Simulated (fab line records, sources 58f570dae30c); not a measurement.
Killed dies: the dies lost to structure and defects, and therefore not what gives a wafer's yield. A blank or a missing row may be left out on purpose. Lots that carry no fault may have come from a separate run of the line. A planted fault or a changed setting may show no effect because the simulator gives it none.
Which tool was responsible?    flow berkeley-cmos170    14 lots, 42 wafers sampled, at 3 steps of a route of 331

== WHAT EACH GAUGE READ, for each wafer ==
UCB170_M1_OVL_MEAS_10. Usual: for M1_OVL the level is -2 nm and the standard deviation is 4.6.
lot   measured      on          M1_OVL (nm)  flag
L375  day 8 05:03   overlay-02  0 0 5        
L374  day 8 10:59   overlay-01  -6 4 -3      
L378  day 8 18:34   overlay-02  -7 -6 -7     
L381  day 9 11:10   overlay-01  -4 6 -2      
L380  day 9 11:38   overlay-01  -7 -4 -5     
L383  day 10 10:08  overlay-02  3 6 8        
L385  day 10 09:31  overlay-02  -4 3 -8      
L384  day 10 12:04  overlay-01  0 1 -9       
L387  day 10 19:01  overlay-02  0 -8 0       
L388  day 10 21:38  overlay-02  -9 -2 1      
L393  day 12 00:16  overlay-01  4 6 -5       
L395  day 12 14:55  overlay-02  -3 -4 -7     
L392  day 12 16:52  overlay-02  -3 -1 -2     
L396  day 12 17:26  overlay-02  -1 0 -6      

== WHICH TOOL RAN EACH LOT (tool, then ch and the chambers of the sampled wafers, then the start) ==
lot   UCB170_CONTACT_STRIP_06               UCB170_CONTACT_STRIP_19
L375  plasma-asher-04 ch 0,1, day 8 01:49   plasma-asher-04 ch 0,1, day 8 03:19
L374  plasma-asher-02 ch 0,1, day 8 04:32   plasma-asher-02 ch 0,1, day 8 08:55
L378  plasma-asher-02 ch 0,1, day 8 14:23   plasma-asher-03 ch 0,1, day 8 16:27
L381  plasma-asher-02 ch 0,1, day 9 06:08   plasma-asher-03 ch 0,1, day 9 09:01
L380  plasma-asher-03 ch 0,1, day 9 06:31   plasma-asher-02 ch 0,1, day 9 09:08
L383  plasma-asher-04 ch 0,1, day 10 05:41  plasma-asher-02 ch 0,1, day 10 07:55
L385  plasma-asher-02 ch 0,1, day 10 05:41  plasma-asher-04 ch 0,1, day 10 07:53
L384  plasma-asher-03 ch 0,1, day 10 07:19  plasma-asher-02 ch 0,1, day 10 10:06
L387  plasma-asher-04 ch 0,1, day 10 15:06  plasma-asher-02 ch 0,1, day 10 16:43
L388  plasma-asher-03 ch 0,1, day 10 17:11  plasma-asher-04 ch 0,1, day 10 19:31
L393  plasma-asher-04 ch 0,1, day 11 20:25  plasma-asher-02 ch 0,1, day 11 22:33
L395  plasma-asher-03 ch 0,1, day 12 10:07  plasma-asher-03 ch 0,1, day 12 12:39
L392  plasma-asher-02 ch 0,1, day 12 12:42  plasma-asher-02 ch 0,1, day 12 15:17
L396  plasma-asher-03 ch 0,1, day 12 12:49  plasma-asher-04 ch 0,1, day 12 15:35
- UCB170_CONTACT_STRIP_06: strips in O2.
- UCB170_CONTACT_STRIP_19: strips in O2.

== WHAT THE TOOLS THEMSELVES READ (means of the sampled wafers that have a number; where no wafer has one, the mark that the record gives instead) ==
UCB170_CONTACT_STRIP_06. Usual: chamber-pressure-mTorr 3499.9 mTorr, standard deviation 2.8; drypump-motor-current-A 5.6 A, standard deviation 0.53; oes-product-au 0.735 a.u., standard deviation 0.0044; strip-time-to-endpoint-s 21.97 s, standard deviation 0.066.
lot   tool             chamber-pressure-mTorr (mTorr)  drypump-motor-current-A (A)  oes-product-au (a.u.)  strip-time-to-endpoint-s (s)  flag
L375  plasma-asher-04  3501.0                          5.2                          0.737                  22.06                         
L374  plasma-asher-02  3499.0                          5.5                          0.734                  21.96                         
L378  plasma-asher-02  3501.5                          5.4                          0.736                  21.95                         
L381  plasma-asher-02  3498.5                          5.4                          0.732                  21.94                         
L380  plasma-asher-03  3499.0                          6.2                          0.731                  21.84                         
L383  plasma-asher-04  3502.0                          5.2                          0.733                  21.94                         
L385  plasma-asher-02  3501.0                          5.6                          0.733                  21.89                         
L384  plasma-asher-03  3500.6                          5.9                          0.732                  21.95                         
L387  plasma-asher-04  3500.8                          5.6                          0.731                  21.90                         
L388  plasma-asher-03  3499.0                          6.0                          0.733                  21.86                         
L393  plasma-asher-04  3499.9                          5.6                          0.736                  21.95                         
L395  plasma-asher-03  3500.3                          5.9                          0.733                  22.10                         
L392  plasma-asher-02  3500.5                          5.6                          0.732                  22.01                         
L396  plasma-asher-03  3500.8                          6.2                          0.738                  22.00                         

UCB170_CONTACT_STRIP_19. Usual: chamber-pressure-mTorr 3500 mTorr, standard deviation 3.2; drypump-motor-current-A 5.6 A, standard deviation 0.47; oes-product-au 0.725 a.u., standard deviation 0.0052.
lot   tool             chamber-pressure-mTorr (mTorr)  drypump-motor-current-A (A)  oes-product-au (a.u.)  flag
L375  plasma-asher-04  3499                            5.2                          0.728                  
L374  plasma-asher-02  3498                            5.4                          0.721                  
L378  plasma-asher-03  3498                            6.2                          0.722                  
L381  plasma-asher-03  3501                            6.0                          0.723                  
L380  plasma-asher-02  3500                            5.6                          0.729                  
L383  plasma-asher-02  3501                            5.4                          0.720                  
L385  plasma-asher-04  3501                            5.6                          0.723                  
L384  plasma-asher-02  3501                            5.4                          0.726                  
L387  plasma-asher-02  3502                            5.4                          0.729                  
L388  plasma-asher-04  3498                            5.6                          0.720                  
L393  plasma-asher-02  3500                            5.4                          0.721                  
L395  plasma-asher-03  3498                            6.0                          0.725                  
L392  plasma-asher-02  3499                            5.4                          0.724                  
L396  plasma-asher-04  3503                            5.2                          0.727                  

== THE ANSWER, worked out from the rows above alone ==
Rule: a lot counts as off when the mean over its wafers that have a number is more than 3 standard deviations away from the usual mean. Also off: a lot with no number at a reading for which 4 or more lots have one. Where the step has rows for the other lots, those lots are counted as sound. The gauges are gone through in route order, then the tools' own readings, and for those a lot's mean is taken as printed above. The first step at which some lot is off is used, and at that step the reading that is off furthest; a lot without a number counts as furthest.
No lot is off at any reading shown: from this, nothing can be told.

== WHAT THE SIMULATOR PUT IN ==
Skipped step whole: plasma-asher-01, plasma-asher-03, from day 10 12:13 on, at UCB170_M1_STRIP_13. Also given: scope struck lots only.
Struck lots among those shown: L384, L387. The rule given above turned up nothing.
